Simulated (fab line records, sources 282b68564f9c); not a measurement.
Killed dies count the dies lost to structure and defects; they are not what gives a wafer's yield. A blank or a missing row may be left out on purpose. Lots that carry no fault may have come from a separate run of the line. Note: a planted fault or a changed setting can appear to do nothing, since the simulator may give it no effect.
Which of the tools did it? / flow rit cmos / 13 lots with 39 wafers sampled at 4 steps, on a route of 202 steps

WHAT THE GAUGES SHOWED, per wafer
RIT_M1_CD_MEAS_90: the cd target is 2600 nm. Usual: cd nm 2600.3 nm, standard deviation 2.3.
lot=L932; measured=day 3 18:43; on=cd sem-01; cd nm (nm)=2599.0 2599.9 2601.5; flag=
lot=L933; measured=day 3 21:59; on=cd sem-01; cd nm (nm)=2597.6 2601.6 2598.2; flag=
lot=L934; measured=day 4 04:40; on=cd sem-02; cd nm (nm)=2600.2 2599.3 2595.3; flag=
lot=L936; measured=day 4 09:20; on=cd sem-02; cd nm (nm)=2603.4 2602.8 2599.0; flag=
lot=L935; measured=day 4 10:01; on=cd sem-02; cd nm (nm)=2603.4 2596.8 2602.5; flag=
lot=L937; measured=day 4 17:50; on=cd sem-02; cd nm (nm)=2603.0 2603.4 2600.5; flag=
lot=L938; measured=day 4 21:34; on=cd sem-01; cd nm (nm)=2600.8 2602.1 2601.8; flag=
lot=L939; measured=day 5 01:13; on=cd sem-01; cd nm (nm)=2599.7 2599.5 2600.7; flag=
lot=L941; measured=day 5 15:07; on=cd sem-02; cd nm (nm)=2597.1 2599.4 2600.0; flag=
lot=L946; measured=day 6 17:02; on=cd sem-01; cd nm (nm)=2599.2 2600.1 2599.8; flag=
lot=L951; measured=day 7 12:59; on=cd sem-01; cd nm (nm)=2599.1 2596.9 2599.0; flag=
lot=L953; measured=day 7 19:52; on=cd sem-01; cd nm (nm)=2603.5 2604.6 2603.2; flag=
lot=L955; measured=day 8 07:49; on=cd sem-01; cd nm (nm)=2600.2 2597.4 2599.1; flag=

EACH LOT AND THE TOOL THAT RAN IT (in order: tool; ch and the chambers of the sampled wafers; start)
lot=L932; RIT_PWELL_STRIP_09=plasma asher-02 ch 0,1, day 2 03:57; RIT_SILICIDE_SPUTTER_01=pvd sputter-04, day 3 13:17; RIT_M1_SPUTTER_00=pvd sputter-03, day 3 16:03
lot=L933; RIT_PWELL_STRIP_09=plasma asher-02 ch 0,1, day 2 06:23; RIT_SILICIDE_SPUTTER_01=pvd sputter-02, day 3 16:33; RIT_M1_SPUTTER_00=pvd sputter-01, day 3 19:26
lot=L934; RIT_PWELL_STRIP_09=plasma asher-02 ch 0,1, day 2 11:11; RIT_SILICIDE_SPUTTER_01=pvd sputter-04, day 3 23:24; RIT_M1_SPUTTER_00=pvd sputter-03, day 4 02:16
lot=L936; RIT_PWELL_STRIP_09=plasma asher-03 ch 0,1, day 2 22:01; RIT_SILICIDE_SPUTTER_01=pvd sputter-02, day 4 03:37; RIT_M1_SPUTTER_00=pvd sputter-01, day 4 06:29
lot=L935; RIT_PWELL_STRIP_09=plasma asher-02 ch 0,1, day 2 22:22; RIT_SILICIDE_SPUTTER_01=pvd sputter-04, day 4 03:54; RIT_M1_SPUTTER_00=pvd sputter-03, day 4 06:45
lot=L937; RIT_PWELL_STRIP_09=plasma asher-02 ch 0, day 3 02:34; RIT_SILICIDE_SPUTTER_01=pvd sputter-02, day 4 12:27; RIT_M1_SPUTTER_00=pvd sputter-03, day 4 15:33
lot=L938; RIT_PWELL_STRIP_09=plasma asher-03 ch 1, day 3 08:34; RIT_SILICIDE_SPUTTER_01=pvd sputter-04, day 4 16:26; RIT_M1_SPUTTER_00=pvd sputter-01, day 4 19:10
lot=L939; RIT_PWELL_STRIP_09=plasma asher-01 ch 0,1, day 3 11:32; RIT_SILICIDE_SPUTTER_01=pvd sputter-02, day 4 19:59; RIT_M1_SPUTTER_00=pvd sputter-03, day 4 22:43
lot=L941; RIT_PWELL_STRIP_09=plasma asher-03 ch 0,1, day 3 22:05; RIT_SILICIDE_SPUTTER_01=pvd sputter-02, day 5 09:53; RIT_M1_SPUTTER_00=pvd sputter-01, day 5 12:48
lot=L946; RIT_PWELL_STRIP_09=plasma asher-02 ch 0,1, day 5 00:38; RIT_SILICIDE_SPUTTER_01=pvd sputter-04, day 6 11:52; RIT_M1_SPUTTER_00=pvd sputter-03, day 6 14:43
lot=L951; RIT_PWELL_STRIP_09=plasma asher-01 ch 0,1, day 6 00:51; RIT_SILICIDE_SPUTTER_01=pvd sputter-04, day 7 07:58; RIT_M1_SPUTTER_00=pvd sputter-03, day 7 10:43
lot=L953; RIT_PWELL_STRIP_09=plasma asher-02 ch 0,1, day 6 10:25; RIT_SILICIDE_SPUTTER_01=pvd sputter-04, day 7 14:48; RIT_M1_SPUTTER_00=pvd sputter-03, day 7 17:35
lot=L955; RIT_PWELL_STRIP_09=plasma asher-02 ch 0,1, day 6 22:37; RIT_SILICIDE_SPUTTER_01=pvd sputter-02, day 8 02:37; RIT_M1_SPUTTER_00=pvd sputter-03, day 8 05:31
- RIT_PWELL_STRIP_09: strips in O2, time 180 s.
- RIT_SILICIDE_SPUTTER_01: material Ti, target thk 30 nm, time 240 s.
- RIT_M1_SPUTTER_00: material Al, target thk 400 nm, time 500 s.

AS READ BY THE TOOLS THEMSELVES (means over the sampled wafers that have a number; for cases with no such wafer, the mark the record gives instead)
RIT_PWELL_STRIP_09. Usual: drypump motor current A 5.8 A, standard deviation 0.37.
lot=L932; tool=plasma asher-02; drypump motor current A (A)=5.9; flag=
lot=L933; tool=plasma asher-02; drypump motor current A (A)=6.0; flag=
lot=L934; tool=plasma asher-02; drypump motor current A (A)=6.0; flag=
lot=L936; tool=plasma asher-03; drypump motor current A (A)=5.4; flag=
lot=L935; tool=plasma asher-02; drypump motor current A (A)=5.9; flag=
lot=L937; tool=plasma asher-02; drypump motor current A (A)=6.2; flag=
lot=L938; tool=plasma asher-03; drypump motor current A (A)=5.2; flag=
lot=L939; tool=plasma asher-01; drypump motor current A (A)=5.8; flag=
lot=L941; tool=plasma asher-03; drypump motor current A (A)=5.4; flag=
lot=L946; tool=plasma asher-02; drypump motor current A (A)=5.9; flag=
lot=L951; tool=plasma asher-01; drypump motor current A (A)=5.8; flag=
lot=L953; tool=plasma asher-02; drypump motor current A (A)=6.0; flag=
lot=L955; tool=plasma asher-02; drypump motor current A (A)=6.0; flag=

RIT_SILICIDE_SPUTTER_01. Usual: throttle valve pct 31.1 %, standard deviation 1.1.
lot=L932; tool=pvd sputter-04; throttle valve pct (%)=31.9; flag=
lot=L933; tool=pvd sputter-02; throttle valve pct (%)=30.4; flag=
lot=L934; tool=pvd sputter-04; throttle valve pct (%)=31.4; flag=
lot=L936; tool=pvd sputter-02; throttle valve pct (%)=29.8; flag=
lot=L935; tool=pvd sputter-04; throttle valve pct (%)=32.1; flag=
lot=L937; tool=pvd sputter-02; throttle valve pct (%)=30.9; flag=
lot=L938; tool=pvd sputter-04; throttle valve pct (%)=31.8; flag=
lot=L939; tool=pvd sputter-02; throttle valve pct (%)=31.1; flag=
lot=L941; tool=pvd sputter-02; throttle valve pct (%)=30.9; flag=
lot=L946; tool=pvd sputter-04; throttle valve pct (%)=31.3; flag=
lot=L951; tool=pvd sputter-04; throttle valve pct (%)=31.9; flag=
lot=L953; tool=pvd sputter-04; throttle valve pct (%)=31.3; flag=
lot=L955; tool=pvd sputter-02; throttle valve pct (%)=30.6; flag=

RIT_M1_SPUTTER_00. Usual: throttle valve pct 30.0 %, standard deviation 1.1.
lot=L932; tool=pvd sputter-03; throttle valve pct (%)=31.0; flag=
lot=L933; tool=pvd sputter-01; throttle valve pct (%)=29.8; flag=
lot=L934; tool=pvd sputter-03; throttle valve pct (%)=30.0; flag=
lot=L936; tool=pvd sputter-01; throttle valve pct (%)=30.4; flag=
lot=L935; tool=pvd sputter-03; throttle valve pct (%)=30.2; flag=
lot=L937; tool=pvd sputter-03; throttle valve pct (%)=28.9; flag=
lot=L938; tool=pvd sputter-01; throttle valve pct (%)=30.0; flag=
lot=L939; tool=pvd sputter-03; throttle valve pct (%)=28.9; flag=
lot=L941; tool=pvd sputter-01; throttle valve pct (%)=30.4; flag=
lot=L946; tool=pvd sputter-03; throttle valve pct (%)=30.1; flag=
lot=L951; tool=pvd sputter-03; throttle valve pct (%)=30.1; flag=
lot=L953; tool=pvd sputter-03; throttle valve pct (%)=30.4; flag=
lot=L955; tool=pvd sputter-03; throttle valve pct (%)=30.1; flag=

THE ANSWER, worked out from the rows above alone
Rule: take the mean of a lot's wafers that have a number; if it is more than 3 standard deviations from the usual mean, the lot is off. A lot without any number at a reading at which 4 lots or more have one is off too. Any other lot the step has rows for is counted as sound. After the gauges, taken in route order, come the tools' own readings; for these a lot's mean is taken, as printed above. The first step at which some lot is off is used, and at that step the reading that is off furthest; a lot without a number counts as furthest.
No lot is off on any of the readings shown, so nothing can be concluded from this.

WHAT HAD BEEN PUT IN BY THE SIMULATOR
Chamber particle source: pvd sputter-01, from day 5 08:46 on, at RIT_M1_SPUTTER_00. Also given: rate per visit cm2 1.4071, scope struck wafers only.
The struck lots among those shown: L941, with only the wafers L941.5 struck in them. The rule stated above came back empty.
